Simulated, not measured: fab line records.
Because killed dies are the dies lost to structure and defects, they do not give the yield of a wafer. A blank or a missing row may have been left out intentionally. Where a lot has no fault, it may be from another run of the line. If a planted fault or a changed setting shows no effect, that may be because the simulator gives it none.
Comparing a struck lot with a sound one    flow ritCmos    15 steps out of a route of 202
Sound: the wafers L878.1, L878.3, L878.5. Struck: wafers L897.1, L897.3, L897.6. Last of all comes the cause.
For every step that has rows: the tool of each side, followed by ch and its chambers, followed by its first start. Under that, the readings that differ: sound wafers    struck wafers    difference of the means    sigmas: that difference in standard deviations of wafers without a fault.
alike: same words and numbers on both sides, and readings whose means sit less than 2 such deviations apart. not compared: any withheld reading, any reading some wafer has no value for, any bound like >300 that may hide the same value, and any number with overlapping values for which the record gives no deviation.
A row with sigmas, a row that says differs or no value, or rows on one side alone: a step with any of these is where the two part. Numbers that have no deviation but don't overlap get no sigmas and don't part them. Lack of a reading on every wafer of one side parts them only where that side has two or more wafers.

RIT_M1_THK_MEAS_02: measures by xrf.
  sound on filmMetro-02, day 3 09:01; struck on filmMetro-02, day 7 06:55
  alike: M1_AL_THK
then, 6 steps without rows for these wafers: RIT_M1_HMDS_03 (prime time 60 s); RIT_M1_COAT_04 (resist thk 1300 nm); RIT_M1_SOFTBAKE_05 (time 60 s); RIT_M1_EXPOSE_06 (exposes mask M12, target cd 2600 nm); RIT_M1_PEB_07; RIT_M1_DEVELOP_08 (develop time 68 s).
RIT_M1_CD_MEAS_09: target cd 2600 nm.
  sound on cdSem-02, day 3 10:14; struck on cdSem-02, day 7 07:52
  alike: cdNm
RIT_M1_OVL_MEAS_10:
  sound on overlay-02, day 3 10:22; struck on overlay-02, day 7 07:59
  alike: M1_OVL
then, 1 step without rows for these wafers: RIT_M1_HARDBAKE_11 (time 120 s).
RIT_M1_METAL_ETCH_12: etches Al in Cl2/BCl3, stops on SiO2, time 165 s, target depth 600 nm.
  sound on rieMetal-03 ch 0,1, day 3 10:39; struck on rieMetal-03 ch 0, day 7 08:16
  alike: chamberPressureMTorr, drypumpMotorCurrentA, oesProductAu, throttleValvePct
  not compared: rfHoursCounterH
then, 1 step without rows for these wafers: RIT_M1_STRIP_13 (strips in nmp, time 600 s).
RIT_M1_STRIP_14: strips in O2, time 180 s.
  sound on plasmaAsher-03 ch 0,1, day 3 10:59; struck on plasmaAsher-01 ch 0,1, day 7 08:37
  no value came back on the struck wafers for chamberPressureMTorr (mTorr), drypumpMotorCurrentA (A), rfReflPowerW (W); on the sound wafers chamberPressureMTorr (mTorr) reads 4001 4001 4003
  not compared: rfHoursCounterH
RIT_M1_CD_MEAS_90: target cd 2600 nm.
  sound on cdSem-01, day 3 11:10; struck on cdSem-02, day 7 08:48
  alike: cdNm
RIT_M1_PROBE_99:
  sound on prober-01, day 3 12:54; struck on prober-01, day 7 10:32
reading           sound  struck  difference  sigmas
killedAtContacts  0 0 0  1 0 1   +1          +2
  alike: defectLimitedYield, killedAtFrontEnd, killedDies, killedOnRim, killedOpen, killedShort, sort_bin_3_pad_short, sort_bin_5_function, sort_bin_6_memory, sortNPass, sortYieldPct

== WHERE THEY PART ==
First at RIT_M1_STRIP_14; last, within this record, at RIT_M1_PROBE_99.

WHY: whatever the simulator had introduced
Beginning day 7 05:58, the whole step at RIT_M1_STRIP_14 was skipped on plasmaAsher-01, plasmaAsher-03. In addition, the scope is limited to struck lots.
